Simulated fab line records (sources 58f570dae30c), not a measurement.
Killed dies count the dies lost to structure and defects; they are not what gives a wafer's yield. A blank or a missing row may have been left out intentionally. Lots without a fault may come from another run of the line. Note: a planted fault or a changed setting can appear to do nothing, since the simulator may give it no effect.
A lot that was struck, set against a sound lot | flow berkeley-cmos170 | 13 steps out of a route of 331
Sound: these wafers, L469.2, L469.3, L469.6. The struck wafers were L456.2, L456.5, L456.6. At the end, the cause is stated.
At each step with rows: each side's tool, then ch and its chambers, then its first start. Under that, the readings that differ: sound wafers | struck wafers | difference of the means | sigmas: that difference in standard deviations of wafers without a fault.
alike: readings with means less than 2 such deviations apart, plus words and numbers identical on both sides. not compared: withheld readings, readings lacking a value on some wafer, bounds such as >300 that could conceal the same value, and numbers that have no deviation in the record and whose values overlap.
Wherever a step has rows on one side only, a row that says differs or no value, or a row with sigmas, the two part there. When numbers do not overlap yet have no deviation, they are printed without sigmas and do not part them. A reading missing from all wafers of one side parts the sides only when that side holds two or more wafers.

UCB170_START_BOW_MEAS_00:
  struck on film-metro-03, day 2 21:01; sound on film-metro-04, day 5 14:01
  alike: INCOMING_BOW
then, 2 steps without rows for these wafers: UCB170_START_CLEAN_01 (cleans in dHF, time 60 s); UCB170_START_OXIDATION_02 (target thk 20 nm, ox time 1800 s).
UCB170_START_THK_MEAS_03:
  struck on film-metro-04, day 3 01:08; sound on film-metro-01, day 5 17:05
  alike: START_OXIDE_THK
then, 6 steps without rows for these wafers: UCB170_START_ANNEAL_04 (time 1200 s); UCB170_ZERO_HMDS_00 (prime time 60 s); UCB170_ZERO_COAT_01 (resist thk 900 nm); UCB170_ZERO_SOFTBAKE_02 (time 60 s); UCB170_ZERO_EXPOSE_03 (exposes mask PM MARKS, target cd 4000 nm); UCB170_ZERO_PEB_04.
UCB170_ZERO_DEVELOP_05: develop time 45 s.
  sound on litho-track-01 ch 0, day 5 23:00; struck on litho-track-03, day 3 06:00
  no value came back on the struck wafers for chill-plate-temp-C (C), develop-time-s (s); on the sound wafers chill-plate-temp-C (C) reads 22.92 23.05 23.01
  reading                               | sound             | struck            | difference | sigmas
  model.KrF_of_ZERO_COAT_01.thk-nm (nm) | 889.2 887.3 887.5 | 899.5 899.9 901.5 | +12.3      |
UCB170_ZERO_ETCH_06: etches SiO2 in CHF3/CF4/Ar, time 12 s.
  sound on rie-diel-02 ch 0,3, day 5 23:31; struck on rie-diel-02 ch 1,2,3, day 3 06:58
  reading               | sound             | struck            | difference | sigmas
  oes-product-au (a.u.) | 0.628 0.631 0.633 | 0.365 0.374 0.377 | -0.259     | -24
  alike: drypump-motor-current-A, throttle-valve-pct
  not compared: rf-hours-counter-h
UCB170_ZERO_STRIP_07: strips in O2.
  sound on plasma-asher-01 ch 0,1, day 5 23:33; struck on plasma-asher-04 ch 0,1, day 3 06:59
  reading                      | sound             | struck            | difference | sigmas
  strip-time-to-endpoint-s (s) | 21.57 21.51 21.54 | 21.81 21.83 21.85 | +0.29      | +5
  alike: drypump-motor-current-A, oes-product-au
  not compared: rf-hours-counter-h

## WHERE THEY PART
Last at UCB170_ZERO_STRIP_07 as far as this record goes, first at UCB170_ZERO_DEVELOP_05.

WHY: what had been put in by the simulator
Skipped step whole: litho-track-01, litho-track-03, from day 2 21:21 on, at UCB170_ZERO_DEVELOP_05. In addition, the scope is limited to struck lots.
